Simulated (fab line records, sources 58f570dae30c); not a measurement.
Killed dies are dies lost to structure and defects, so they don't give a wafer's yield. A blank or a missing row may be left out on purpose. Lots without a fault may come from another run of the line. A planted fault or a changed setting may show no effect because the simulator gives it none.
Which tool did it? | flow berkeley_cmos170 | 7 lots, 21 wafers sampled, at 1 step of a route of 331

WHAT THE GAUGES READ, wafer by wafer
UCB170_GATE_THK_MEAS_05.
lot  | measured     | on            | GATE_POLY_THK (nm)
L285 | day 6 16:29  | film_metro-03 | 214.2 213.1 213.2
L288 | day 6 19:34  | film_metro-02 | 212.8 213.3 213.4
L289 | day 7 21:13  | film_metro-04 | 214.6 213.7 214.3
L293 | day 8 05:47  | film_metro-02 | 216.0 214.6 215.5
L299 | day 9 07:28  | film_metro-03 | 209.6 209.6 210.4
L303 | day 10 12:34 | film_metro-03 | 214.0 214.4 214.1
L306 | day 11 10:52 | film_metro-03 | 212.1 211.5 211.0

WHICH TOOL RAN EACH LOT (tool, then ch and the chambers of the sampled wafers, then the start)
The record holds no process step before these readings.

THE ANSWER, worked out from the rows above alone
Rule: what is usual is taken from the lots themselves. Put in order of their means at a reading, lots are off if they are a third of the lots or fewer, leave a main group of 4 or more, and stand apart from it by a gap of 3 or more times the standard deviation of the main group's means; of several such gaps the widest counts. A main group whose means are all the same, to the digits that the tables above print for the reading, isn't used. A lot without any number at a reading at which 4 lots or more have one is off too. The other lots that the step has rows for count as sound.
No lot is off at any reading shown: from this, nothing can be told.

WHAT THE SIMULATOR HAD PUT IN
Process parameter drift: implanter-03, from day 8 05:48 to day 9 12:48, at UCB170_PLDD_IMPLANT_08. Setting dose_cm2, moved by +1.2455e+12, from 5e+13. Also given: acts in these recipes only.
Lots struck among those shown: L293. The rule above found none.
